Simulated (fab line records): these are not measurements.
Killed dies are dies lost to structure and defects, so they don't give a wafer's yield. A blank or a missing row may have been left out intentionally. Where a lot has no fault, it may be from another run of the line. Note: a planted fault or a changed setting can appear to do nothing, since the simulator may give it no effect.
Struck lot and sound lot, side by side	flow rit_cmos	15 steps out of a route of 202
Sound: these wafers, L351.1, L351.4, L351.6. Struck: wafer L365.2. (L365.1, L365.4 of the same lot were not struck and are left out.) The cause comes at the end.
Order at every step that has rows: each side's tool, ch and its chambers, its first start. Under that, the readings that differ: sound wafers	struck wafers	difference of the means	sigmas: that difference in standard deviations of wafers without a fault.
alike: readings with means less than 2 such deviations apart, plus words and numbers identical on both sides. not compared: withheld readings, readings lacking a value on some wafer, bounds such as >300 that could conceal the same value, and numbers that have no deviation in the record and whose values overlap.
The two part at a step that has a row with sigmas, a row that says differs or no value, or rows on one side only. Non-overlapping numbers with no deviation appear without sigmas and do not part them. A reading that every wafer of one side lacks parts them only if that side has two wafers or more.

RIT_M1_SPUTTER_00: material Al, target thk 400 nm, time 500 s.
  sound: pvd_sputter-04 at day 3 17:50; struck: pvd_sputter-04 at day 6 12:24
  alike: throttle_valve_pct
RIT_M1_RS_MEAS_01: uses a four-point probe to measure.
  sound: film_metro-02 at day 3 18:08; struck: film_metro-04 at day 6 12:42
  alike: M1_AL_RS
RIT_M1_THK_MEAS_02: measures by xrf.
  sound: film_metro-02 at day 3 18:15; struck: film_metro-04 at day 6 12:49
  alike: M1_AL_THK
then, 6 steps without rows for these wafers: RIT_M1_HMDS_03 (prime time 60 s); RIT_M1_COAT_04 (resist thk 1300 nm); RIT_M1_SOFTBAKE_05 (time 60 s); RIT_M1_EXPOSE_06 (exposes mask M12, target cd 2600 nm); RIT_M1_PEB_07; RIT_M1_DEVELOP_08 (develop time 68 s).
RIT_M1_CD_MEAS_09: target cd 2600 nm.
  sound: cd_sem-01 at day 3 19:20; struck: cd_sem-02 at day 6 13:46
  alike: cd_nm
RIT_M1_OVL_MEAS_10:
  sound: overlay-01 at day 3 19:27; struck: overlay-01 at day 6 13:53
  alike: M1_OVL
then, 1 step without rows for these wafers: RIT_M1_HARDBAKE_11 (time 120 s).
RIT_M1_METAL_ETCH_12: etches Al in Cl2/BCl3, stops on SiO2, time 165 s, target depth 600 nm.
  sound on rie_metal-03 ch 0,1, day 3 19:44; struck on rie_metal-03 ch 0, day 6 14:10
reading	sound	struck	difference	sigmas
oes_product_au (a.u.)	0.771 0.785 0.766	0.803	+0.029	+2
over_etch_frac	0.5 0.5 0.5	0.46188	-0.03812	
  alike: chamber_pressure_mTorr, drypump_motor_current_A, throttle_valve_pct
  not compared: rf_hours_counter_h
then, 1 step without rows for these wafers: RIT_M1_STRIP_13 (strips in nmp, time 600 s).
RIT_M1_PROBE_99:
  sound: prober-02 at day 3 22:03; struck: prober-01 at day 6 16:28
  alike: defect_limited_yield, killed_at_contacts, killed_at_front_end, killed_dies, killed_open, killed_short, sort_bin_3_pad_short, sort_bin_5_function, sort_bin_6_memory, sort_n_pass, sort_yield_pct

## WHERE THEY PART
At RIT_M1_METAL_ETCH_12 and nowhere else, as far as this record goes. Later steps at which nothing parts them and some readings are alike: RIT_M1_PROBE_99.

WHY: what the simulator had put in
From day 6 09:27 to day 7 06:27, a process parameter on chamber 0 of rie_metal-03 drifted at RIT_M1_METAL_ETCH_12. From 0.5, the setting over_etch_frac moved by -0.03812.
